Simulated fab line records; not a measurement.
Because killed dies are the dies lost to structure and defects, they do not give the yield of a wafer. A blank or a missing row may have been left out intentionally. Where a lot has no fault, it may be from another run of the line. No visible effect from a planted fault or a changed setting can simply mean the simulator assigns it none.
A struck lot beside a sound one | flow berkeleyCmos170 | 17 out of 331 route steps
Sound: these wafers, L673.3, L673.4, L673.5. The struck wafers were L682.1, L682.2, L682.6. At the end, the cause is stated.
Each step with rows lists, per side, the tool, then ch with its chambers, then its first start. Under that, the readings that differ: sound wafers | struck wafers | difference of the means | sigmas: that difference in standard deviations of wafers without a fault.
alike: readings whose means differ by less than 2 such deviations, and words and numbers that are the same on both sides. not compared: withheld readings, readings that some wafer has no value for, bounds like >300 that may hide the same value, and numbers for which the record gives no deviation and whose values overlap.
The two part at a step that has a row with sigmas, a row that says differs or no value, or rows on one side only. Numbers that don't overlap but have no deviation are shown without sigmas and don't part them. A reading missing from all wafers of one side parts the sides only when that side holds two or more wafers.

UCB170_GATE_STRIP_16: strips in O2.
  sound on plasmaAsher-04 ch 0,1, day 8 19:22; struck on plasmaAsher-03 ch 0,1, day 11 00:40
  alike: drypumpMotorCurrentA, oesProductAu
  not compared: rfHoursCounterH
UCB170_GATE_CD_MEAS_90 targets a cd of 350 nm.
  struck on cdSem-01, day 11 00:46; sound on cdSem-01, day 8 19:29
  alike: cdNm
then, 7 steps without rows for these wafers: UCB170_GATE_CLEAN_17 (cleans in SPM, time 600 s); UCB170_PLDD_HMDS_00 (prime time 60 s); UCB170_PLDD_COAT_01 (resist thk 900 nm); UCB170_PLDD_SOFTBAKE_02 (time 60 s); UCB170_PLDD_EXPOSE_03 (exposes mask PSELECT, target cd 1200 nm); UCB170_PLDD_PEB_04; UCB170_PLDD_DEVELOP_05 (develop time 45 s).
UCB170_PLDD_CD_MEAS_06 targets a cd of 1200 nm.
  struck on cdSem-01, day 11 02:14; sound on cdSem-02, day 8 21:58
  alike: cdNm
UCB170_PLDD_OVL_MEAS_07:
  struck on overlay-01, day 11 02:21; sound on overlay-01, day 8 22:04
  alike: PLDD_OVL
then, 1 step without rows for these wafers: UCB170_PLDD_IMPLANT_08.
UCB170_PLDD_IMPLANT_09:
  sound on implanter-03 ch 0, day 8 22:17; struck on implanter-04 ch 0, day 11 02:32
reading                  | sound                | struck               | difference | sigmas
beamEnergyKeV            | 10.000 10.003 10.004 | 10.879 10.883 10.878 | +0.878     | +99 or more
model.implant.rpNm (nm)  | 10.06 10.06 10.06    | 10.91 10.91 10.91    | +0.85      | 
model.implant.drpNm (nm) | 6.005 6.005 6.005    | 6.367 6.367 6.367    | +0.362     | 
  alike: doseIonsCm2
UCB170_PLDD_STRIP_10: strips in O2.
  sound on plasmaAsher-01 ch 0,1, day 8 22:25; struck on plasmaAsher-03 ch 0,1, day 11 02:41
  alike: drypumpMotorCurrentA, oesProductAu, stripTimeToEndpointS
  not compared: rfHoursCounterH
UCB170_PLDD_TW_MEAS_11:
  struck on filmMetro-02, day 11 03:01; sound on filmMetro-03, day 8 22:30
reading | sound          | struck         | difference | sigmas
PLDD_TW | 1027 1022 1021 | 1037 1032 1034 | +11        | +3
  not compared: hold
then, 1 step without rows for these wafers: UCB170_PLDD_CLEAN_12 (cleans in SPM, time 600 s).
UCB170_M3_PROBE_99:
  rows exist in the record for the sound wafers here (prober-01, day 10 12:14), none for the struck ones

## WHERE THEY PART
Last at UCB170_M3_PROBE_99 as far as this record goes, first at UCB170_PLDD_IMPLANT_09.

WHY: what the simulator had put in
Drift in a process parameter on implanter-04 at UCB170_PLDD_IMPLANT_09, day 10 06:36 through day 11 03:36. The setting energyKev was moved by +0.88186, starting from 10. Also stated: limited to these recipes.
